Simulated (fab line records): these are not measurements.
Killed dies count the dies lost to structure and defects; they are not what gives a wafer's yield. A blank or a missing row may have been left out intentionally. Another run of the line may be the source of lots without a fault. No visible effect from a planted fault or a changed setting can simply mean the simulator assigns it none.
Split-lot study ; flow rit_cmos ; 23 wafers read across 5 lots, on a route 202 steps long

## THE SPLIT ITSELF
At RIT_ACTIVE_ETCH_13 (etches Si3N4 in SF6, stops on SiO2, time 210 s, target depth 210 nm), the setting over_etch_frac was moved away from the recipe's 0.4 on 10 of the 23 wafers read, by -21.5% to +22.8%. This setting was run at the recipe's value on the other wafers.

Reading taken at the split's own step.

## THE READING
NOVOLAK_of_ACTIVE_COAT_06.thk_nm (the simulator's own value, which no gauge read), in nm, at RIT_ACTIVE_ETCH_13 (etches Si3N4 in SF6, stops on SiO2, time 210 s, target depth 210 nm). The file gives no usual value for it. Average 652.6 nm, standard deviation 2.6 nm, over the 13 wafers here run with the recipe.

wafer;tool, chamber at the split;over_etch_frac as run;against the recipe;NOVOLAK_of_ACTIVE_COAT_06.thk_nm, nm;against lot-mates on the recipe
L074.1;rie_diel-01, 1;0.314;-21.5%;667.9;+13.1
L074.2;rie_diel-01, 0;0.4;recipe;653;-
L074.3;rie_diel-01, 3;0.314;-21.5%;665.7;+10.9
L074.4;rie_diel-01, 2;0.4;recipe;654.4;-
L074.6;rie_diel-01, 1;0.4;recipe;657.1;-
L077.2;rie_diel-02, 2;0.3321;-17.0%;658.4;+9.8
L077.3;rie_diel-02, 3;0.4;recipe;649.4;-
L077.4;rie_diel-02, 1;0.3321;-17.0%;666;+17.4
L077.5;rie_diel-02, 3;0.3321;-17.0%;663.8;+15.2
L077.6;rie_diel-02, 2;0.4;recipe;647.8;-
L079.1;rie_diel-01, 3;0.3437;-14.1%;665.4;+11.5
L079.2;rie_diel-01, 1;0.4;recipe;655.5;-
L079.3;rie_diel-01, 0;0.3437;-14.1%;660.2;+6.3
L079.4;rie_diel-01, 3;0.4;recipe;653.6;-
L079.5;rie_diel-01, 0;0.4;recipe;652.6;-
L082.1;rie_diel-02, 3;0.4914;+22.8%;639.1;-13.5
L082.2;rie_diel-02, 2;0.4;recipe;650;-
L082.4;rie_diel-02, 0;0.4914;+22.8%;639.4;-13.2
L082.5;rie_diel-02, 2;0.4;recipe;655.2;-
L082.6;rie_diel-02, 3;0.4914;+22.8%;635.2;-17.4
L085.2;rie_diel-01, 1;0.4;recipe;652.4;-
L085.4;rie_diel-01, 0;0.4;recipe;649.8;-
L085.5;rie_diel-01, 1;0.4;recipe;653.4;-

FIT RESULTS
A straight line over all 23 wafers: NOVOLAK_of_ACTIVE_COAT_06.thk_nm changes by -0.645 nm for each +1% of over_etch_frac; r = -0.95; the points scatter about the line by 2.7 nm.
The same after taking each lot's own level away (the mean of its wafers on the recipe; 23 wafers): -0.662 nm for each +1%; r = -0.96; scatter 2.5 nm.
The reading moves by 15 nm for the largest change in over_etch_frac, on that fit.
The lots' own levels span 648.60 to 654.83 nm, that is 2.4 times the standard deviation above.
The two slopes are in agreement: the lot-to-lot level therefore moves the slope only a little.
Check: -15.3 nm against its lot-mates is what the line predicts for one of the wafers moved furthest among these (+22.8%) when that wafer is left out of the fit. Against them it came out at -13.5 nm.

## ADDITIONAL SPLITS CARRIED BY THESE WAFERS
These wafers also went through other splits before the reading. Each is held against what the fit with the lots' levels taken away leaves over:
other split on the same wafers;wafers away from the commonest value;r with NOVOLAK_of_ACTIVE_COAT_06.thk_nm (lot level and that fit taken away)
RIT_ACTIVE_OXIDATION_01 temp_c;10;-0.08
RIT_ACTIVE_EXPOSE_08 dose_mj;5;-0.01

## THE FILE'S OWN FIT
NOVOLAK_of_ACTIVE_COAT_06.thk_nm changes by -0.651 nm for each +1% of over_etch_frac, r = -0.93.
